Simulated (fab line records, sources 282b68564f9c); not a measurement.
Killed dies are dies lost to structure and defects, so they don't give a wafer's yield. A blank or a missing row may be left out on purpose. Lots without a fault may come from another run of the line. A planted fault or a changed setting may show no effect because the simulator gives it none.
fab line records | flow rit_cmos
record lots=5 wafers=15 last_day=7
route steps=202 shown CONTACT@170 M1@184
lots that met no fault: from a run of the same line without faults
start_h: hours from the record's first day to the start of the lot's first wafer shown | wait_h: hours since the lot's step before | " the same as in the row above | L1.1+2: a row that stands for several wafers | - no value, or no start given | * or withheld: withheld | < > ~ a bound
route shown NAME@n: a module of which the file shows steps, and the number in the route of the first | usual: mean/standard deviation of fault-free wafers | same: alike in all rows | chamber/n: place in a boat | sites: the reading at each site | _std_site: their standard deviation | _edge_site: outer sites' mean less inner sites' | radius_mm: how far each site lies from the wafer's centre | mask NAME#n: copy n | behind: the tool/chamber that last shaped the wafer | hold: why the lot was held/for how many hours/how that ended | device: the transistor (n, p or np) that didn't switch | end of line: the same wafers' tests at the end of the route | a step without rows: its recipe alone | killed: dies lost to structure and defects at the first sort, not the wafer's yield | map: a wafer's dies, x killed, . not, _ none there
set.NAME: the setting as run; set.NAME@STEP: as run at that earlier step | model.NAME: the simulator's own value behind a step, which no gauge read
lots at some steps of the route; a table a step, a row a wafer
services: from which hour (start_h, from the record's first day; less than 0 if before it) a tool's chamber was out of use, for how many hours, and why
## steps
# step RIT_CONTACT_HMDS_02
# recipe prime_time_s=60 prime_temp_c=140
# step RIT_CONTACT_COAT_03
# recipe resist=NOVOLAK spin_rpm=3250 resist_thk_nm=1000
# step RIT_CONTACT_SOFTBAKE_04
# recipe resist=NOVOLAK temp_c=90 time_s=60
# step RIT_CONTACT_EXPOSE_05
# recipe mask_id=M11 na=0.6 source_shape=conventional sigma_outer=0.5 target_cd_nm=1000 dose_mj=250
# step RIT_CONTACT_PEB_06
# recipe resist=NOVOLAK temp_c=withheld time_s=withheld
# step RIT_CONTACT_DEVELOP_07
# recipe resist=NOVOLAK develop_time_s=120 dev_temp_c=23
# step RIT_CONTACT_CD_MEAS_08
# recipe target_cd_nm=1000
# usual cd_nm=999.8/2.8
# columns lot.wafer tool chamber start_h wait_h cd_nm
L750.3 cd_sem-02 - 68.00 - 999.3
L750.4 " - " " 997.5
L750.6 " - " " 996.8
L753.1 cd_sem-01 - 81.38 - 1002.2
L753.4 " - " " 1002.9
L753.5 " - " " 1003.0
L756.2 cd_sem-01 - 102.03 - 999.5
L756.3 " - " " 997.8
L756.4 " - " " 997.7
L757.3 cd_sem-02 - 102.25 - 1002.9
L757.5 " - " " 999.5
L757.6 " - " " 1000.3
L770.1 cd_sem-02 - 167.51 - 998.0
L770.2 " - " " 999.7
L770.3 " - " " 999.4
# step RIT_CONTACT_OVL_MEAS_09
# usual CONTACT_OVL=-1.0/1.4
# columns lot.wafer tool chamber start_h wait_h CONTACT_OVL[nm]
L750.3 overlay-01 - 68.09 0.1 -0.1
L750.4 " - " " -2.9
L750.6 " - " " -0.2
L753.1 overlay-01 - 81.50 0.1 -3.0
L753.4 " - " " -0.1
L753.5 " - " " -0.9
L756.2 overlay-01 - 102.13 0.1 -1.0
L756.3 " - " " -0.1
L756.4 " - " " -1.0
L757.3 overlay-02 - 102.35 0.1 1.0
L757.5 " - " " 0.8
L757.6 " - " " 0.7
L770.1 overlay-02 - 167.63 0.1 -0.7
L770.2 " - " " -0.9
L770.3 " - " " -1.0
# step RIT_CONTACT_HARDBAKE_10
# recipe resist=NOVOLAK temp_c=140 time_s=60
# step RIT_CONTACT_ETCH_11
# recipe target_depth_a=4800 over_etch_frac=0.2 stop_on=TiSi2 chemistry=CHF3/CF4/Ar target=SiO2 CHF3_flow_sccm=50 cf4_flow_sccm=10 Ar_flow_sccm=100 O2_flow_sccm=5 pressure_mtorr=100 rf_w=200 time_s=320
# usual CHF3_flow_sccm=50.00/0.13 drypump_motor_current_A=5.9/0.42 oes_product_au=0.995/0.015 throttle_valve_pct=8.92/0.15
# columns lot.wafer tool chamber start_h wait_h CHF3_flow_sccm drypump_motor_current_A oes_product_au rf_hours_counter_h throttle_valve_pct
L750.3 rie_diel-01 3 68.26 0.1 49.96 6.2 0.993 23 9.05
L750.4 " 2 " " 50.07 5.5 0.989 133 8.86
L750.6 " 1 " " 50.01 6.6 0.978 - 8.81
L753.1 rie_diel-04 0 81.69 0.1 50.14 5.4 1.008 152 9.01
L753.4 " 3 " " 49.86 5.9 0.957 138 8.80
L753.5 " 1 " " 49.96 5.4 1.006 - 9.16
L756.2 rie_diel-03 0 102.31 0.1 50.07 6.5 0.983 48 9.08
L756.3 " 2 " " 49.90 6.5 0.993 104 9.03
L756.4 " 1 " " 50.08 5.7 1.015 94 8.75
L757.3 rie_diel-01 1 102.52 0.1 49.75 6.6 0.971 115 8.78
L757.5 " 2 " " 50.10 5.5 0.985 - 8.87
L757.6 " 1 " " 50.05 6.6 0.981 - 8.79
L770.1 rie_diel-04 3 167.82 0.1 50.00 5.9 0.964 140 8.79
L770.2 " 2 " " 49.89 5.6 1.004 44 8.60
L770.3 " 1 " " 50.11 5.4 1.008 108 9.14
# step RIT_CONTACT_STRIP_12
# recipe chemistry=O2 time_s=180 resist=NOVOLAK platen_temp_c=withheld power_w=500 pressure_mtorr=4000 o2_flow_sccm=4000
# usual drypump_motor_current_A=5.4/0.5
# columns lot.wafer tool chamber start_h wait_h drypump_motor_current_A rf_hours_counter_h
L750.3 plasma_asher-04 0 68.52 0.2 6.0 -
L750.4 " 1 " " 5.3 -
L750.6 " 0 " " 6.0 -
L753.1 plasma_asher-02 1 81.88 0.1 4.7 29
L753.4 " 0 " " 5.7 -
L753.5 " 0 " " 5.7 -
L756.2 plasma_asher-02 0 102.51 0.1 5.7 31
L756.3 " 0 " " 5.7 -
L756.4 " 1 " " 4.7 -
L757.3 plasma_asher-04 1 102.77 0.2 5.3 -
L757.5 " 1 " " 5.3 -
L757.6 " 0 " " 5.9 -
L770.1 plasma_asher-02 1 168.02 0.1 4.7 38
L770.2 " 0 " " 5.7 38
L770.3 " 0 " " 5.7 -
# step RIT_CONTACT_CD_MEAS_90
# recipe target_cd_nm=1000
# usual cd_nm=999.7/2.7
# columns lot.wafer tool chamber start_h wait_h cd_nm
L750.3 cd_sem-01 - 68.67 0.1 998.8
L750.4 " - " " 997.8
L750.6 " - " " 996.9
L753.1 cd_sem-01 - 82.06 0.1 1002.1
L753.4 " - " " 1002.5
L753.5 " - " " 1003.0
L756.2 cd_sem-01 - 102.70 0.1 999.4
L756.3 " - " " 997.9
L756.4 " - " " 997.1
L757.3 cd_sem-02 - 102.93 0.1 1002.7
L757.5 " - " " 999.4
L757.6 " - " " 1000.5
L770.1 cd_sem-02 - 168.19 0.1 997.5
L770.2 " - " " 999.4
L770.3 " - " " 999.6
# step RIT_CONTACT_CLEAN_13
# recipe chemistry=SC1 mix=3:3:50 time_s=600 temp_c=75
# columns lot.wafer tool chamber start_h wait_h
L750.3+4+6 wet_bench-03 2 68.75 0.1
L753.1+4+5 wet_bench-03 0 82.18 0.1
L756.2+3+4 wet_bench-04 0 102.80 0.1
L757.3+5+6 wet_bench-03 3 103.01 0.1
L770.1+2+3 wet_bench-04 1 168.31 0.1
# step RIT_CONTACT_CLEAN_14
# recipe chemistry=SC2 mix=3:3:50 time_s=600 temp_c=75 dry=n2_spin
# step RIT_M1_SPUTTER_00
# recipe material=Al target_thk_nm=400 power_w=2000 chamber_pressure_pa=0.4 gas=Ar time_s=500 substrate_temp_c=25
# usual throttle_valve_pct=29.9/0.93
# columns lot.wafer tool chamber start_h wait_h throttle_valve_pct
L750.3 pvd_sputter-01 - 69.14 0.0 31.0
L750.4 " - " " 29.3
L750.6 " - " " 29.1
L753.1 pvd_sputter-03 - 82.54 0.0 29.7
L753.4 " - " " 30.1
L753.5 " - " " 29.7
L756.2 pvd_sputter-01 - 103.17 0.0 31.0
L756.3 " - " " 29.6
L756.4 " - " " 30.8
L757.3 pvd_sputter-03 - 103.36 0.0 29.8
L757.5 " - " " 29.9
L757.6 " - " " 27.8
L770.1 pvd_sputter-01 - 168.84 0.0 31.0
L770.2 " - " " 30.8
L770.3 " - " " 29.4
# step RIT_M1_RS_MEAS_01
# recipe thk_meas_gauge=four-point-probe reads=Al_of_M1_SPUTTER_00
# usual M1_AL_RS=0.0732/0.00078
# columns lot.wafer tool chamber start_h wait_h M1_AL_RS[ohm/sq]
L750.3 film_metro-01 - 69.47 0.2 0.0739
L750.4 " - " " 0.0734
L750.6 " - " " 0.0736
L753.1 film_metro-02 - 82.84 0.1 0.0738
L753.4 " - " " 0.0739
L753.5 " - " " 0.0737
L756.2 film_metro-04 - 103.48 0.2 0.0729
L756.3 " - " " 0.0733
L756.4 " - " " 0.0728
L757.3 film_metro-01 - 103.69 0.2 0.0748
L757.5 " - " " 0.0737
L757.6 " - " " 0.0742
L770.1 film_metro-01 - 169.13 0.1 0.0719
L770.2 " - " " 0.0726
L770.3 " - " " 0.0722
# step RIT_M1_THK_MEAS_02
# recipe thk_meas_gauge=xrf reads=Al_of_M1_SPUTTER_00
# usual M1_AL_THK=402/5
# columns lot.wafer tool chamber start_h wait_h M1_AL_THK[nm]
L750.3 film_metro-01 - 69.57 0.1 398
L750.4 " - " " 401
L750.6 " - " " 400
L753.1 film_metro-02 - 82.96 0.1 396
L753.4 " - " " 398
L753.5 " - " " 397
L756.2 film_metro-04 - 103.59 0.1 407
L756.3 " - " " 403
L756.4 " - " " 407
L757.3 film_metro-01 - 103.79 0.1 395
L757.5 " - " " 399
L757.6 " - " " 398
L770.1 film_metro-01 - 169.25 0.1 408
L770.2 " - " " 409
L770.3 " - " " 409
# step RIT_M1_HMDS_03
# recipe prime_time_s=60 prime_temp_c=140
# step RIT_M1_COAT_04
# recipe resist=NOVOLAK spin_rpm=2000 resist_thk_nm=1300
# step RIT_M1_SOFTBAKE_05
# recipe resist=NOVOLAK temp_c=90 time_s=60
# step RIT_M1_EXPOSE_06
# recipe mask_id=M12 na=0.6 source_shape=conventional sigma_outer=0.5 target_cd_nm=2600 dose_mj=250
# step RIT_M1_PEB_07
# recipe resist=NOVOLAK temp_c=withheld time_s=withheld
# step RIT_M1_DEVELOP_08
# recipe resist=NOVOLAK develop_time_s=68 dev_temp_c=23
# step RIT_M1_CD_MEAS_09
# recipe target_cd_nm=2600
# usual cd_nm=2599.2/2.5
# columns lot.wafer tool chamber start_h wait_h cd_nm
L750.3 cd_sem-02 - 70.53 - 2598.8
L750.4 " - " " 2598.5
L750.6 " - " " 2599.2
L753.1 cd_sem-02 - 84.02 - 2603.8
L753.4 " - " " 2602.4
L753.5 " - " " 2601.5
L756.2 cd_sem-01 - 104.94 - 2598.0
L756.3 " - " " 2597.1
L756.4 " - " " 2599.3
L757.3 cd_sem-02 - 104.98 - 2600.5
L757.5 " - " " 2597.8
L757.6 " - " " 2598.0
L770.1 cd_sem-01 - 170.19 - 2592.6
L770.2 " - " " 2593.3
L770.3 " - " " 2593.2
# step RIT_M1_OVL_MEAS_10
# usual M1_OVL=0.0/1.5
# columns lot.wafer tool chamber start_h wait_h M1_OVL[nm]
L750.3 overlay-01 - 70.62 0.1 0.8
L750.4 " - " " 1.5
L750.6 " - " " 3.1
L753.1 overlay-02 - 84.14 0.1 -1.2
L753.4 " - " " 0.5
L753.5 " - " " -1.2
L756.2 overlay-02 - 105.05 0.1 2.4
L756.3 " - " " 1.6
L756.4 " - " " 1.3
L757.3 overlay-01 - 105.07 0.1 -4.6
L757.5 " - " " -2.2
L757.6 " - " " -2.8
L770.1 overlay-01 - 170.31 0.1 -0.9
L770.2 " - " " -0.1
L770.3 " - " " -0.7
# step RIT_M1_HARDBAKE_11
# recipe resist=NOVOLAK temp_c=140 time_s=120
# step RIT_M1_METAL_ETCH_12
# recipe stop_on=SiO2 chemistry=Cl2/BCl3 target=Al time_s=165 over_etch_frac=0.5 pressure_mtorr=100 target_depth_a=6000 rf_w=250 Cl2_flow_sccm=60 bcl3_flow_sccm=50
# usual drypump_motor_current_A=6.0/0.53 oes_product_au=0.774/0.012 throttle_valve_pct=8.33/0.086
# columns lot.wafer tool chamber start_h wait_h drypump_motor_current_A oes_product_au rf_hours_counter_h throttle_valve_pct
L750.3 rie_metal-04 1 71.00 0.2 6.2 0.770 - 8.28
L750.4 " 1 " " 6.2 0.773 - 8.31
L750.6 " 1 " " 6.3 0.773 - 8.29
L753.1 rie_metal-04 1 84.44 0.2 6.3 0.774 35 8.30
L753.4 " 1 " " 6.3 0.769 - 8.30
L753.5 " 1 " " 6.3 0.768 - 8.30
L756.2 rie_metal-02 1 105.40 0.2 6.0 0.765 1 8.44
L756.3 " 0 " " 5.5 0.781 - 8.22
L756.4 " 1 " " 6.0 0.774 - 8.46
L757.3 rie_metal-01 0 105.48 0.2 6.9 0.760 - 8.34
L757.5 " 1 " " 5.3 0.789 - 8.40
L757.6 " 0 " " 6.8 0.759 - 8.36
L770.1 rie_metal-01 1 170.60 0.2 5.3 0.804 4 8.39
L770.2 " 0 " " 6.9 0.773 4 8.35
L770.3 " 0 " " 6.8 0.777 - 8.34
# step RIT_M1_STRIP_13
# recipe chemistry=nmp resist=NOVOLAK temp_c=80 time_s=600 dry=n2_spin
# step RIT_M1_STRIP_14
# recipe chemistry=O2 time_s=180 platen_temp_c=withheld power_w=500 pressure_mtorr=4000 o2_flow_sccm=4000
# usual drypump_motor_current_A=5.3/0.41
# columns lot.wafer tool chamber start_h wait_h drypump_motor_current_A rf_hours_counter_h
L750.3 plasma_asher-01 0 71.49 0.1 5.3 -
L750.4 " 1 " " 5.5 -
L750.6 " 0 " " 5.3 -
L753.1 plasma_asher-01 0 84.94 0.0 5.3 44
L753.4 " 0 " " 5.3 -
L753.5 " 1 " " 5.5 -
L756.2 plasma_asher-01 0 105.74 0.0 5.3 47
L756.3 " 1 " " 5.5 -
L756.4 " 0 " " 5.3 -
L757.3 plasma_asher-02 0 105.85 0.1 5.8 -
L757.5 " 0 " " 5.7 -
L757.6 " 1 " " 4.7 -
L770.1 plasma_asher-03 0 171.11 0.0 4.7 51
L770.2 " 1 " " 5.9 51
L770.3 " 1 " " 5.9 -
# step RIT_M1_CD_MEAS_90
# recipe target_cd_nm=2600
# usual cd_nm=2599.3/2.6
# columns lot.wafer tool chamber start_h wait_h cd_nm
L750.3 cd_sem-01 - 71.64 0.1 2600.1
L750.4 " - " " 2599.2
L750.6 " - " " 2599.0
L753.1 cd_sem-02 - 85.11 0.1 2603.3
L753.4 " - " " 2601.6
L753.5 " - " " 2600.1
L756.2 cd_sem-01 - 105.93 0.1 2596.9
L756.3 " - " " 2597.2
L756.4 " - " " 2599.2
L757.3 cd_sem-02 - 106.01 0.1 2600.3
L757.5 " - " " 2599.6
L757.6 " - " " 2597.2
L770.1 cd_sem-01 - 171.28 0.1 2593.4
L770.2 " - " " 2592.8
L770.3 " - " " 2593.1
# step RIT_M1_ANNEAL_15
# recipe temp_c=450 time_s=1800 ambient=forming_gas_H2N2
# step RIT_M1_BOW_MEAS_16
# recipe mode=bow
# usual M1_BOW=16/6.6
# columns lot.wafer tool chamber start_h wait_h M1_BOW[um]
L750.3 film_metro-02 - 73.40 0.0 23
L750.4 " - " " 17
L750.6 " - " " 12
L753.1 film_metro-04 - 86.73 0.0 17
L753.4 " - " " 16
L753.5 " - " " 13
L756.2 film_metro-04 - 107.55 0.0 13
L756.3 " - " " 34
L756.4 " - " " 13
L757.3 film_metro-01 - 108.59 0.0 14
L757.5 " - " " 10
L757.6 " - " " 23
L770.1 film_metro-02 - 172.90 0.0 26
L770.2 " - " " 21
L770.3 " - " " 3
# step RIT_M1_PROBE_99
# usual killed_at_M0_to_M3=0.0/0.22 killed_at_contacts=0.0/0.18 killed_at_front_end=7/3.1 killed_dies=7/3.1 killed_on_rim=1.6/1.3 killed_open=3.2/2.1 killed_short=3.4/2
# same gross_dies=264 killed_at_M4_up=0 killed_at_back_side=0 killed_at_other=0
# columns lot.wafer tool chamber start_h wait_h killed_at_M0_to_M3 killed_at_contacts killed_at_front_end killed_dies killed_on_rim killed_open killed_short
L750.3 prober-01 - 73.58 0.2 0 0 6 6 3 2 4
L750.4 prober-01 - 73.63 0.2 0 0 8 8 0 3 5
L750.6 prober-01 - 73.73 0.2 0 0 8 8 0 2 6
L753.1 prober-02 - 86.85 0.1 0 0 6 6 3 3 3
L753.4 prober-02 - 87.00 0.2 0 0 8 8 5 2 6
L753.5 prober-02 - 87.05 0.2 0 0 8 8 1 1 7
L756.2 prober-01 - 107.70 0.1 1 0 4 5 0 2 3
L756.3 prober-01 - 107.75 0.2 0 0 10 10 0 7 3
L756.4 prober-01 - 107.80 0.2 0 0 16 16 5 8 8
L757.3 prober-02 - 108.77 0.2 0 18 3 21 9 0 3
L757.5 prober-02 - 108.87 0.2 0 23 2 25 9 0 2
L757.6 prober-02 - 108.92 0.2 0 18 4 22 10 1 3
L770.1 prober-02 - 173.02 0.1 0 0 4 4 1 2 2
L770.2 prober-02 - 173.07 0.1 0 0 9 9 1 6 3
L770.3 prober-02 - 173.12 0.2 0 0 7 7 1 3 4
# killed by level:class
L750.3 GATE:geometric_particle:short=2 FOX1:geometric_particle:open=1 FOX1:geometric_particle:short=1 REOX:geometric_particle:short=1 REOX:geometric_particle:open=1
L750.4 GATE:geometric_particle:short=2 GATE:geometric_particle:open=2 FOX1:geometric_particle:short=1 FOX2:geometric_particle:short=1 FOX2:geometric_particle:open=1 REOX:geometric_particle:short=1
L750.6 GATE:geometric_particle:short=4 REOX:geometric_particle:short=2 FOX2:geometric_particle:open=1 REOX:geometric_particle:open=1
L753.1 FOX1:geometric_particle:open=1 FOX2:geometric_particle:short=1 GATE:geometric_particle:short=1 GATE:geometric_particle:open=1 SPACER:geometric_particle:short=1 SPACER:geometric_particle:open=1
L753.4 FOX1:geometric_particle:short=2 SILICIDE:geometric_particle:short=2 FOX2:geometric_particle:short=1 GATE:geometric_particle:open=1 REOX:geometric_particle:open=1 SPACER:geometric_particle:short=1
L753.5 SPACER:geometric_particle:short=3 SILICIDE:geometric_particle:short=3 FOX1:geometric_particle:short=1 FOX2:geometric_particle:open=1
L756.2 FOX1:geometric_particle:open=1 GATE:geometric_particle:short=1 REOX:geometric_particle:short=1 REOX:geometric_particle:open=1 M1:geometric_particle:short=1
L756.3 GATE:geometric_particle:open=4 FOX1:geometric_particle:open=3 FOX1:geometric_particle:short=1 GATE:geometric_particle:short=1 SILICIDE:geometric_particle:short=1
L756.4 GATE:geometric_particle:short=5 GATE:geometric_particle:open=5 REOX:geometric_particle:short=2 FOX2:geometric_particle:open=1 REOX:geometric_particle:open=1 SPACER:geometric_particle:short=1 SILICIDE:geometric_particle:open=1
L757.3 CONTACT:unspecified=18 FOX1:geometric_particle:short=1 GATE:geometric_particle:short=1 SILICIDE:geometric_particle:short=1
L757.5 CONTACT:unspecified=23 SPACER:geometric_particle:short=2
L757.6 CONTACT:unspecified=18 SPACER:geometric_particle:short=2 REOX:geometric_particle:open=1 REOX:geometric_particle:short=1
L770.1 GATE:geometric_particle:open=2 GATE:geometric_particle:short=1 REOX:geometric_particle:short=1
L770.2 SPACER:geometric_particle:open=2 FOX1:geometric_particle:open=1 FOX2:geometric_particle:open=1 FOX2:geometric_particle:short=1 GATE:geometric_particle:open=1 REOX:geometric_particle:open=1 REOX:geometric_particle:short=1 SPACER:geometric_particle:short=1
L770.3 FOX2:geometric_particle:open=2 GATE:geometric_particle:short=2 FOX2:geometric_particle:short=1 GATE:geometric_particle:open=1 REOX:geometric_particle:short=1
# map L757.5 (x killed, . not)
________......._______
_____.............____
____...............___
___.................__
__..................._
__..................._
_.....................
_.....................
_.....................
_......x..............
__..................._
__...............x..._
___.........x.xxxx.x__
____.......xxxxxxx.___
_____......xxxxxxx____
________....xxx_______
# map L753.4 (x killed, . not)
________.x..x.._______
_____..........x..____
____...............___
___.................__
__..................._
__..................._
_.....................
_.....................
_....................x
_.....x...............
__.x................._
__..................._
___........x........__
____...............___
_____...........x.____
________......._______
## services
# columns tool chamber start_h hours kind
pvd_sputter-01 - 51.23 1.8 repair
rie_diel-03 - 63.17 1.2 repair
rie_diel-03 1 67.11 4.3 repair
rie_diel-03 0 69.56 6.8 repair
rie_diel-03 2 74.67 8.6 repair
rie_diel-03 0 83.14 16.3 repair
rie_metal-02 - 92.71 0.1 repair
rie_metal-04 1 105.00 9.8 repair
plasma_asher-04 - 108.75 9.0 pm
plasma_asher-04 0 108.75 9.0 vent_cycle
plasma_asher-04 1 108.75 9.0 vent_cycle
plasma_asher-02 - 112.24 1.4 repair
plasma_asher-04 0 117.75 - clean
plasma_asher-04 1 117.75 - clean
rie_metal-04 - 136.12 20.0 pm
rie_metal-04 0 136.12 20.0 vent_cycle
rie_metal-04 1 136.12 20.0 vent_cycle
plasma_asher-02 - 136.57 2.0 repair
rie_metal-01 1 147.42 6.3 repair
plasma_asher-03 - 154.80 15.6 pm
pvd_sputter-03 - 156.68 4.3 repair
rie_diel-01 3 161.50 1.5 repair
pvd_sputter-03 - 164.21 8.2 repair
rie_diel-03 0 166.34 6.9 repair
## key
first_sign step=RIT_M1_PROBE_99 reading=killed_at_contacts direction=up sigmas=20 usual=0.0 struck=19.7
effect step=RIT_M1_PROBE_99 reading=killed_dies direction=up sigmas=5.1 usual=7 struck=23
met_at RIT_CONTACT_CLEAN_13
struck_wafers L757.3,L757.5,L757.6
tester_left_out L757
also_fits RIT_CONTACT_ETCH_11:rie_diel-01,RIT_CONTACT_STRIP_12:plasma_asher-04,RIT_M1_SPUTTER_00:pvd_sputter-03,RIT_M1_STRIP_14:plasma_asher-02
fault kind=chamber_particle_source tool=wet_bench-03 chamber=3 onset_h=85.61 steps=RIT_CONTACT_CLEAN_13 rate_per_visit_cm2=1.0025 end_h=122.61
# tester_left_out: of these lots the tester's yield and bins aren't shown, on N5 and GAA mostly nor the transistor test; their killed dies are dies lost to structure and defects alone, not to doping, threshold or leakage, so they don't give the yield
